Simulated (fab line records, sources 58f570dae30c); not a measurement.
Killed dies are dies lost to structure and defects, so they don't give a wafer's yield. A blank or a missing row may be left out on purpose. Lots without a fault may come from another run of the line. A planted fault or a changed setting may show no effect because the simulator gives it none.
Split-lot experiment | flow berkeley_cmos170 | 5 lots, 23 wafers read, on a route of 331 steps

THE SPLIT
At UCB170_PVT_STRIP_08 (strips in O2), the setting overash_fraction was moved away from the recipe's 0.5 on 6 of the 23 wafers read, by +20.9% to +25.6%. The other wafers ran this setting at the recipe's value.

The reading is taken at the split's own step.

THE READING
oes_product_au, in a.u., at UCB170_PVT_STRIP_08 (strips in O2). Fault-free wafers of this fab line usually give 0.734 a.u., standard deviation 0.0041 a.u..

wafer  | tool, chamber at the split | overash_fraction as run | against the recipe | oes_product_au, a.u. | against lot-mates on the recipe
L074.1 | plasma_asher-03, 1         | 0.6044                  | +20.9%             | 0.704                | -0.034
L074.2 | plasma_asher-03, 0         | 0.5                     | recipe             | 0.742                | -
L074.3 | plasma_asher-03, 1         | 0.6044                  | +20.9%             | 0.697                | -0.041
L074.5 | plasma_asher-03, 0         | 0.5                     | recipe             | 0.734                | -
L074.6 | plasma_asher-03, 1         | 0.6044                  | +20.9%             | 0.702                | -0.036
L077.1 | plasma_asher-03, 0         | 0.6278                  | +25.6%             | 0.695                | -0.033
L077.2 | plasma_asher-03, 1         | 0.5                     | recipe             | 0.727                | -
L077.3 | plasma_asher-03, 0         | 0.5                     | recipe             | 0.729                | -
L077.4 | plasma_asher-03, 1         | 0.6278                  | +25.6%             | 0.693                | -0.035
L077.5 | plasma_asher-03, 1         | 0.6278                  | +25.6%             | 0.694                | -0.034
L078.1 | plasma_asher-02, 0         | 0.5                     | recipe             | 0.737                | -
L078.2 | plasma_asher-02, 1         | 0.5                     | recipe             | 0.731                | -
L078.4 | plasma_asher-02, 1         | 0.5                     | recipe             | 0.737                | -
L078.5 | plasma_asher-02, 1         | 0.5                     | recipe             | 0.740                | -
L078.6 | plasma_asher-02, 0         | 0.5                     | recipe             | 0.739                | -
L080.2 | plasma_asher-02, 1         | 0.5                     | recipe             | 0.732                | -
L080.3 | plasma_asher-02, 1         | 0.5                     | recipe             | 0.742                | -
L080.4 | plasma_asher-02, 0         | 0.5                     | recipe             | 0.738                | -
L080.5 | plasma_asher-02, 1         | 0.5                     | recipe             | 0.733                | -
L080.6 | plasma_asher-02, 0         | 0.5                     | recipe             | 0.740                | -
L084.2 | plasma_asher-01, 1         | 0.5                     | recipe             | 0.738                | -
L084.4 | plasma_asher-01, 0         | 0.5                     | recipe             | 0.742                | -
L084.5 | plasma_asher-01, 1         | 0.5                     | recipe             | 0.728                | -

THE FIT
A straight line over all 23 wafers: oes_product_au changes by -0.00165 a.u. for each +1% of overash_fraction; r = -0.97; the points scatter about the line by 0.0046 a.u..
The same after taking each lot's own level away (the mean of its wafers on the recipe; 23 wafers): -0.0015 a.u. for each +1%; r = -0.96; scatter 0.0046 a.u..
On that fit, the largest move of overash_fraction shifts the reading by 0.038 a.u..
The lots' own levels span 0.7280 to 0.7380 a.u., that is 2.4 times the standard deviation above.
So the lot-to-lot level changes the slope little: the two slopes agree.
Check: with one of the wafers moved furthest among these (+25.6%) left out of the fit, the line predicts -0.0399 a.u. for it against its lot-mates. It came out at -0.033 a.u. against them.
Tool readings at the split's step, against how far the setting was moved: oes_product_au r = -0.97.

OTHER SPLITS ON THESE WAFERS
These wafers also went through other splits before the reading. Each is held against what the fit with the lots' levels taken away leaves over:
other split on the same wafers       | wafers away from the commonest value | r with oes_product_au (lot level and that fit taken away)
UCB170_NWELL_OXIDATION_01 ox_time_s  | 18                                   | +0.13
UCB170_PWELL_OXIDATION_02 ox_time_s  | 10                                   | +0.17
UCB170_WELLDRIVE_OXIDATION_01 temp_c | 10                                   | -0.14
UCB170_ACTIVE_CVD_05 time_s          | 15                                   | -0.11
UCB170_ACTIVE_ETCH_15 time_s         | 7                                    | +0.13
UCB170_FIELD_OXIDATION_01 ox_time_s  | 18                                   | +0.03
UCB170_SACOX_OXIDATION_01 temp_c     | 15                                   | -0.41

THE FILE'S OWN FIT
oes_product_au changes by -0.0015 a.u. for each +1% of overash_fraction, r = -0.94.
